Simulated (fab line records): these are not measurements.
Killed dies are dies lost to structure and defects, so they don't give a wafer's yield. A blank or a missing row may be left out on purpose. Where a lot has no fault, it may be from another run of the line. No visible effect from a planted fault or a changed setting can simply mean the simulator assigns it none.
fab line records / flow rit-cmos
record: lots: 13 wafers: 39 last-day: 7
route steps=202 shown NLDD@112 PLDD@124
lots that met no fault: from a run of the same line without faults
start-h: the number of hours between the record's first day and the start of the first shown wafer of the lot / wait-h: hours from the lot's prior step to this one / " as in the row above / L1.1+2: a row that stands for several wafers / - value missing, or start not given / * or withheld: withheld / < > ~ a bound
route shown NAME@n: names a module that has steps shown in the file, with the first one's number in the route / usual: mean/standard deviation taken from wafers without a fault / same: alike in all rows / chamber/n: place in a boat / sites: each site's reading / _std_site: the values' standard deviation / _edge_site: inner sites' mean taken away from outer sites' mean / radius-mm: for every site, how far away it sits from the centre of the wafer / mask NAME#n: copy n / behind: the tool/chamber that last shaped the wafer / hold: reason for holding the lot/hours on hold/outcome of the hold / device: which transistor (n, p or np) failed to switch / end of line: tests run on the same wafers once the route is complete / a step given without rows: its recipe and nothing more / killed: the dies lost at the first sort to structure and to defects; this is not the yield of the wafer / map: shows each die of a wafer: x if killed, . if not, _ if none is there
set.NAME: the setting as run; set.NAME@STEP: as run at that earlier step / model.NAME: the simulator's own value behind a step, which no gauge read
route steps across a sampled set of lots; one table per step, one row per wafer
services: the hour from which a tool's chamber was out of use, counted from the record's first day as start-h (under 0 if before that day), plus the number of hours and why
== steps ==
step: RIT_NLDD_STRIP_09
recipe: chemistry: O2 time-s: 180 resist: NOVOLAK platen-temp-c: withheld power-w: 500 pressure-mtorr: 4000 o2-flow-sccm: 4000
usual: chamber-pressure-mTorr: 4000/3.9 drypump-motor-current-A: 6.1/0.39 run-length-s: 208.1/0.42
lot.wafer=L986.1 tool=plasma-asher-03 chamber=1 start-h=52.29 wait-h=0.1 chamber-pressure-mTorr=4002 drypump-motor-current-A=6.3 rf-hours-counter-h=40 run-length-s=208.4
lot.wafer=L986.2 tool=plasma-asher-03 chamber=0 start-h=52.29 wait-h=0.1 chamber-pressure-mTorr=3993 drypump-motor-current-A=6.5 rf-hours-counter-h=40 run-length-s=207.9
lot.wafer=L986.6 tool=plasma-asher-03 chamber=0 start-h=52.29 wait-h=0.1 chamber-pressure-mTorr=3994 drypump-motor-current-A=6.5 rf-hours-counter-h=- run-length-s=207.6
lot.wafer=L987.4 tool=plasma-asher-04 chamber=1 start-h=56.53 wait-h=0.1 chamber-pressure-mTorr=3997 drypump-motor-current-A=6.1 rf-hours-counter-h=- run-length-s=207.9
lot.wafer=L987.5 tool=plasma-asher-04 chamber=0 start-h=56.53 wait-h=0.1 chamber-pressure-mTorr=3995 drypump-motor-current-A=6.0 rf-hours-counter-h=- run-length-s=207.8
lot.wafer=L987.6 tool=plasma-asher-04 chamber=1 start-h=56.53 wait-h=0.1 chamber-pressure-mTorr=3998 drypump-motor-current-A=6.1 rf-hours-counter-h=- run-length-s=208.0
lot.wafer=L988.1 tool=plasma-asher-04 chamber=1 start-h=60.27 wait-h=0.1 chamber-pressure-mTorr=3994 drypump-motor-current-A=6.1 rf-hours-counter-h=27 run-length-s=208.2
lot.wafer=L988.3 tool=plasma-asher-04 chamber=1 start-h=60.27 wait-h=0.1 chamber-pressure-mTorr=4003 drypump-motor-current-A=6.2 rf-hours-counter-h=- run-length-s=207.9
lot.wafer=L988.6 tool=plasma-asher-04 chamber=1 start-h=60.27 wait-h=0.1 chamber-pressure-mTorr=3998 drypump-motor-current-A=6.1 rf-hours-counter-h=- run-length-s=208.0
lot.wafer=L989.2 tool=plasma-asher-04 chamber=1 start-h=67.01 wait-h=0.1 chamber-pressure-mTorr=3998 drypump-motor-current-A=6.1 rf-hours-counter-h=28 run-length-s=208.0
lot.wafer=L989.4 tool=plasma-asher-04 chamber=0 start-h=67.01 wait-h=0.1 chamber-pressure-mTorr=3999 drypump-motor-current-A=6.0 rf-hours-counter-h=- run-length-s=208.3
lot.wafer=L989.6 tool=plasma-asher-04 chamber=1 start-h=67.01 wait-h=0.1 chamber-pressure-mTorr=3998 drypump-motor-current-A=6.2 rf-hours-counter-h=- run-length-s=208.1
lot.wafer=L990.1 tool=plasma-asher-04 chamber=0 start-h=71.48 wait-h=0.1 chamber-pressure-mTorr=3998 drypump-motor-current-A=6.0 rf-hours-counter-h=29 run-length-s=207.7
lot.wafer=L990.3 tool=plasma-asher-04 chamber=1 start-h=71.48 wait-h=0.1 chamber-pressure-mTorr=4006 drypump-motor-current-A=6.1 rf-hours-counter-h=- run-length-s=207.9
lot.wafer=L990.6 tool=plasma-asher-04 chamber=1 start-h=71.48 wait-h=0.1 chamber-pressure-mTorr=3999 drypump-motor-current-A=6.1 rf-hours-counter-h=- run-length-s=208.0
lot.wafer=L992.1 tool=plasma-asher-02 chamber=1 start-h=78.52 wait-h=0.1 chamber-pressure-mTorr=4005 drypump-motor-current-A=6.5 rf-hours-counter-h=44 run-length-s=208.5
lot.wafer=L992.4 tool=plasma-asher-02 chamber=1 start-h=78.52 wait-h=0.1 chamber-pressure-mTorr=4000 drypump-motor-current-A=6.5 rf-hours-counter-h=- run-length-s=209.2
lot.wafer=L992.6 tool=plasma-asher-02 chamber=1 start-h=78.52 wait-h=0.1 chamber-pressure-mTorr=3998 drypump-motor-current-A=6.5 rf-hours-counter-h=- run-length-s=208.8
lot.wafer=L994.1 tool=plasma-asher-02 chamber=0 start-h=91.28 wait-h=0.1 chamber-pressure-mTorr=4001 drypump-motor-current-A=5.3 rf-hours-counter-h=46 run-length-s=207.8
lot.wafer=L994.2 tool=plasma-asher-02 chamber=1 start-h=91.28 wait-h=0.1 chamber-pressure-mTorr=4000 drypump-motor-current-A=6.5 rf-hours-counter-h=46 run-length-s=209.0
lot.wafer=L994.3 tool=plasma-asher-02 chamber=0 start-h=91.28 wait-h=0.1 chamber-pressure-mTorr=3998 drypump-motor-current-A=5.3 rf-hours-counter-h=- run-length-s=208.4
lot.wafer=L995.1 tool=plasma-asher-02 chamber=1 start-h=93.63 wait-h=0.1 chamber-pressure-mTorr=4000 drypump-motor-current-A=6.5 rf-hours-counter-h=47 run-length-s=208.6
lot.wafer=L995.5 tool=plasma-asher-02 chamber=0 start-h=93.63 wait-h=0.1 chamber-pressure-mTorr=4002 drypump-motor-current-A=5.3 rf-hours-counter-h=- run-length-s=208.0
lot.wafer=L995.6 tool=plasma-asher-02 chamber=1 start-h=93.63 wait-h=0.1 chamber-pressure-mTorr=4001 drypump-motor-current-A=6.4 rf-hours-counter-h=- run-length-s=208.8
lot.wafer=L999.2 tool=plasma-asher-04 chamber=1 start-h=114.72 wait-h=0.1 chamber-pressure-mTorr=3998 drypump-motor-current-A=6.1 rf-hours-counter-h=35 run-length-s=72.1
lot.wafer=L999.3 tool=plasma-asher-04 chamber=0 start-h=114.72 wait-h=0.1 chamber-pressure-mTorr=3996 drypump-motor-current-A=6.0 rf-hours-counter-h=- run-length-s=72.5
lot.wafer=L999.5 tool=plasma-asher-04 chamber=0 start-h=114.72 wait-h=0.1 chamber-pressure-mTorr=4006 drypump-motor-current-A=6.0 rf-hours-counter-h=- run-length-s=72.2
lot.wafer=L105.1 tool=plasma-asher-03 chamber=0 start-h=143.40 wait-h=0.1 chamber-pressure-mTorr=3997 drypump-motor-current-A=6.5 rf-hours-counter-h=3 run-length-s=207.6
lot.wafer=L105.2 tool=plasma-asher-03 chamber=1 start-h=143.40 wait-h=0.1 chamber-pressure-mTorr=4008 drypump-motor-current-A=6.3 rf-hours-counter-h=3 run-length-s=207.9
lot.wafer=L105.4 tool=plasma-asher-03 chamber=0 start-h=143.40 wait-h=0.1 chamber-pressure-mTorr=3997 drypump-motor-current-A=6.5 rf-hours-counter-h=- run-length-s=207.7
lot.wafer=L106.1 tool=plasma-asher-02 chamber=0 start-h=149.78 wait-h=0.1 chamber-pressure-mTorr=3997 drypump-motor-current-A=5.3 rf-hours-counter-h=53 run-length-s=207.9
lot.wafer=L106.3 tool=plasma-asher-02 chamber=1 start-h=149.78 wait-h=0.1 chamber-pressure-mTorr=3998 drypump-motor-current-A=6.4 rf-hours-counter-h=- run-length-s=208.7
lot.wafer=L106.5 tool=plasma-asher-02 chamber=0 start-h=149.78 wait-h=0.1 chamber-pressure-mTorr=3999 drypump-motor-current-A=5.3 rf-hours-counter-h=- run-length-s=208.0
lot.wafer=L107.1 tool=plasma-asher-03 chamber=0 start-h=157.37 wait-h=0.1 chamber-pressure-mTorr=3997 drypump-motor-current-A=6.5 rf-hours-counter-h=4 run-length-s=207.7
lot.wafer=L107.2 tool=plasma-asher-03 chamber=1 start-h=157.37 wait-h=0.1 chamber-pressure-mTorr=4004 drypump-motor-current-A=6.3 rf-hours-counter-h=4 run-length-s=208.0
lot.wafer=L107.4 tool=plasma-asher-03 chamber=1 start-h=157.37 wait-h=0.1 chamber-pressure-mTorr=4007 drypump-motor-current-A=6.3 rf-hours-counter-h=- run-length-s=208.1
lot.wafer=L108.2 tool=plasma-asher-02 chamber=1 start-h=161.53 wait-h=0.1 chamber-pressure-mTorr=4002 drypump-motor-current-A=6.5 rf-hours-counter-h=54 run-length-s=208.4
lot.wafer=L108.3 tool=plasma-asher-02 chamber=0 start-h=161.53 wait-h=0.1 chamber-pressure-mTorr=3994 drypump-motor-current-A=5.3 rf-hours-counter-h=- run-length-s=208.2
lot.wafer=L108.6 tool=plasma-asher-02 chamber=1 start-h=161.53 wait-h=0.1 chamber-pressure-mTorr=3995 drypump-motor-current-A=6.4 rf-hours-counter-h=- run-length-s=208.9
step: RIT_PLDD_TW_MEAS_10
usual: PLDD_TW: 2358/28
lot.wafer=L986.1 tool=film-metro-03 chamber=- start-h=54.01 wait-h=0.1 PLDD_TW=2360
lot.wafer=L986.2 tool=film-metro-03 chamber=- start-h=54.01 wait-h=0.1 PLDD_TW=2341
lot.wafer=L986.6 tool=film-metro-03 chamber=- start-h=54.01 wait-h=0.1 PLDD_TW=2329
lot.wafer=L987.4 tool=film-metro-01 chamber=- start-h=58.36 wait-h=0.1 PLDD_TW=2386
lot.wafer=L987.5 tool=film-metro-01 chamber=- start-h=58.36 wait-h=0.1 PLDD_TW=2393
lot.wafer=L987.6 tool=film-metro-01 chamber=- start-h=58.36 wait-h=0.1 PLDD_TW=2383
lot.wafer=L988.1 tool=film-metro-03 chamber=- start-h=61.99 wait-h=0.1 PLDD_TW=2330
lot.wafer=L988.3 tool=film-metro-03 chamber=- start-h=61.99 wait-h=0.1 PLDD_TW=2338
lot.wafer=L988.6 tool=film-metro-03 chamber=- start-h=61.99 wait-h=0.1 PLDD_TW=2343
lot.wafer=L989.2 tool=film-metro-01 chamber=- start-h=68.83 wait-h=0.1 PLDD_TW=2380
lot.wafer=L989.4 tool=film-metro-01 chamber=- start-h=68.83 wait-h=0.1 PLDD_TW=2388
lot.wafer=L989.6 tool=film-metro-01 chamber=- start-h=68.83 wait-h=0.1 PLDD_TW=2392
lot.wafer=L990.1 tool=film-metro-03 chamber=- start-h=73.20 wait-h=0.1 PLDD_TW=2343
lot.wafer=L990.3 tool=film-metro-03 chamber=- start-h=73.20 wait-h=0.1 PLDD_TW=2326
lot.wafer=L990.6 tool=film-metro-03 chamber=- start-h=73.20 wait-h=0.1 PLDD_TW=2329
lot.wafer=L992.1 tool=film-metro-03 chamber=- start-h=80.12 wait-h=0.1 PLDD_TW=2326
lot.wafer=L992.4 tool=film-metro-03 chamber=- start-h=80.12 wait-h=0.1 PLDD_TW=2330
lot.wafer=L992.6 tool=film-metro-03 chamber=- start-h=80.12 wait-h=0.1 PLDD_TW=2321
lot.wafer=L994.1 tool=film-metro-03 chamber=- start-h=92.87 wait-h=0.1 PLDD_TW=2322
lot.wafer=L994.2 tool=film-metro-03 chamber=- start-h=92.87 wait-h=0.1 PLDD_TW=2312
lot.wafer=L994.3 tool=film-metro-03 chamber=- start-h=92.87 wait-h=0.1 PLDD_TW=2326
lot.wafer=L995.1 tool=film-metro-03 chamber=- start-h=95.35 wait-h=0.1 PLDD_TW=2344
lot.wafer=L995.5 tool=film-metro-03 chamber=- start-h=95.35 wait-h=0.1 PLDD_TW=2333
lot.wafer=L995.6 tool=film-metro-03 chamber=- start-h=95.35 wait-h=0.1 PLDD_TW=2340
lot.wafer=L999.2 tool=film-metro-01 chamber=- start-h=116.40 wait-h=0.1 PLDD_TW=30
lot.wafer=L999.3 tool=film-metro-01 chamber=- start-h=116.40 wait-h=0.1 PLDD_TW=30
lot.wafer=L999.5 tool=film-metro-01 chamber=- start-h=116.40 wait-h=0.1 PLDD_TW=30
lot.wafer=L105.1 tool=film-metro-01 chamber=- start-h=145.12 wait-h=0.1 PLDD_TW=2386
lot.wafer=L105.2 tool=film-metro-01 chamber=- start-h=145.12 wait-h=0.1 PLDD_TW=2392
lot.wafer=L105.4 tool=film-metro-01 chamber=- start-h=145.12 wait-h=0.1 PLDD_TW=2391
lot.wafer=L106.1 tool=film-metro-01 chamber=- start-h=151.38 wait-h=0.1 PLDD_TW=2387
lot.wafer=L106.3 tool=film-metro-01 chamber=- start-h=151.38 wait-h=0.1 PLDD_TW=2392
lot.wafer=L106.5 tool=film-metro-01 chamber=- start-h=151.38 wait-h=0.1 PLDD_TW=2397
lot.wafer=L107.1 tool=film-metro-03 chamber=- start-h=158.96 wait-h=0.1 PLDD_TW=2319
lot.wafer=L107.2 tool=film-metro-03 chamber=- start-h=158.96 wait-h=0.1 PLDD_TW=2323
lot.wafer=L107.4 tool=film-metro-03 chamber=- start-h=158.96 wait-h=0.1 PLDD_TW=2320
lot.wafer=L108.2 tool=film-metro-02 chamber=- start-h=163.13 wait-h=0.1 PLDD_TW=2382
lot.wafer=L108.3 tool=film-metro-02 chamber=- start-h=163.13 wait-h=0.1 PLDD_TW=2376
lot.wafer=L108.6 tool=film-metro-02 chamber=- start-h=163.13 wait-h=0.1 PLDD_TW=2371
== services ==
tool=plasma-asher-02 chamber=- start-h=40.67 hours=2.8 kind=pm
tool=plasma-asher-03 chamber=- start-h=57.75 hours=28.1 kind=pm
tool=plasma-asher-03 chamber=- start-h=105.49 hours=1.6 kind=repair
tool=plasma-asher-03 chamber=- start-h=108.75 hours=9.0 kind=pm
tool=plasma-asher-03 chamber=0 start-h=108.75 hours=9.0 kind=vent-cycle
tool=plasma-asher-03 chamber=1 start-h=108.75 hours=9.0 kind=vent-cycle
tool=plasma-asher-03 chamber=0 start-h=117.75 hours=- kind=clean
tool=plasma-asher-03 chamber=1 start-h=117.75 hours=- kind=clean
tool=plasma-asher-04 chamber=- start-h=159.44 hours=14.6 kind=pm
== key ==
first-sign: step: RIT_NLDD_STRIP_09 reading: run-length-s direction: down sigmas: 99+ usual: * struck: *
effect: step: RIT_PLDD_TW_MEAS_10 reading: PLDD_TW direction: down sigmas: 83 usual: 2358 struck: 30
met-at RIT_NLDD_STRIP_09
struck-lots L999
sort-left-out L999.2,L999.3,L999.5
tester-left-out L999
onset-between 71.48 114.72
fault: kind: strip-aborted tool: plasma-asher-04 chamber: - onset-h: 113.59 steps: RIT_NLDD_STRIP_09 offset: 0.6 end-h: 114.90
tester-left-out: of these lots the tester's yield and bins aren't shown, on N5 and GAA mostly nor the transistor test; their killed dies are dies lost to structure and defects alone, not to doping, threshold or leakage, so they don't give the yield
sort-left-out: the simulated sort isn't trusted on such a fault, so these wafers' sort isn't shown, and their yield isn't known
